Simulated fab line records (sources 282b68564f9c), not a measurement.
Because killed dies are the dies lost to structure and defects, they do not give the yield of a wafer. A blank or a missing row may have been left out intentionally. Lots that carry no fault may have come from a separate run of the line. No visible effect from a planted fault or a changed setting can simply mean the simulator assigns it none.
The tool behind it: which one? | flow rit cmos | 39 wafers from 13 lots sampled at 2 of the route's 202 steps

== WHAT EACH GAUGE READ, for each wafer ==
RIT_ACTIVE_THK_MEAS_04. Usual: ACTIVE_NITRIDE_THK 149.2 nm, standard deviation 1.5.
lot  | measured    | on            | ACTIVE_NITRIDE_THK (nm) | flag
L763 | day 1 13:43 | film metro-04 | 151.5 148.9 149.1       |
L764 | day 1 18:32 | film metro-04 | 152.0 152.0 151.9       |
L765 | day 2 00:46 | film metro-03 | 150.9 150.7 149.9       |
L766 | day 2 05:41 | film metro-03 | 150.2 150.3 149.4       |
L767 | day 2 09:34 | film metro-03 | 150.6 149.9 148.3       |
L768 | day 2 16:07 | film metro-02 | 152.4 151.5 151.4       |
L769 | day 2 20:52 | film metro-02 | 149.5 148.8 149.6       |
L770 | day 3 01:14 | film metro-04 | 148.5 148.7 148.4       |
L771 | day 3 07:34 | film metro-03 | 150.2 149.9 150.3       |
L774 | day 3 21:50 | film metro-02 | 148.3 150.1 151.5       |
L775 | day 4 02:10 | film metro-03 | 147.1 147.7 147.4       |
L776 | day 4 06:32 | film metro-04 | 146.2 146.9 147.1       |
L777 | day 4 14:53 | film metro-03 | 147.4 148.1 146.8       |

RIT_REOX_THK_MEAS_04. Usual: REOX_OXIDE_THK 25.1 nm, standard deviation 0.37.
lot  | measured    | on            | REOX_OXIDE_THK (nm) | flag
L763 | day 3 03:09 | film metro-01 | 24.9 25.4 25.3      |
L764 | day 3 03:10 | film metro-02 | 24.5 24.9 25.1      |
L765 | day 3 05:09 | film metro-01 | 24.5 24.7 24.7      |
L766 | day 3 15:52 | film metro-03 | 25.1 25.2 25.5      |
L767 | day 3 18:25 | film metro-03 | 24.9 25.2 25.7      |
L768 | day 3 23:37 | film metro-01 | 24.4 24.8 24.7      |
L769 | day 4 06:10 | film metro-03 | 25.7 25.7 25.7      |
L770 | day 4 09:02 | film metro-01 | 24.6 24.6 24.6      |
L771 | day 4 11:35 | film metro-03 | 24.3 24.9 24.5      |
L774 | day 5 00:44 | film metro-03 | 25.0 25.1 25.5      |
L775 | day 5 10:12 | film metro-01 | 25.2 24.7 24.8      |
L776 | day 5 17:24 | film metro-03 | 24.7 25.2 25.5      |
L777 | day 6 03:16 | film metro-03 | 25.1 25.1 25.1      |

== WHICH TOOL RAN EACH LOT (tool, then ch and the chambers of the sampled wafers, then the start) ==
Before these readings, the record contains no process step.

== AS READ BY THE TOOLS THEMSELVES (means over the sampled wafers that have a number; for cases with no such wafer, the mark the record gives instead) ==
The record holds no such reading with a usual standard deviation.

== THE ANSWER, worked out from the rows above alone ==
Rule: a lot counts as off when the mean over its wafers that have a number is more than 3 standard deviations away from the usual mean. A lot without any number at a reading at which 4 lots or more have one is off too. Any other lot the step has rows for is counted as sound. Order of review: gauges by route order, followed by the tools' own readings, for which a lot's mean as printed above is used. At the first step where some lot is off, the reading lying furthest off is the one used; lots without a number count as furthest.
Nothing can be told from this: no lot is off at any reading shown.

== WHAT HAD BEEN PUT IN BY THE SIMULATOR ==
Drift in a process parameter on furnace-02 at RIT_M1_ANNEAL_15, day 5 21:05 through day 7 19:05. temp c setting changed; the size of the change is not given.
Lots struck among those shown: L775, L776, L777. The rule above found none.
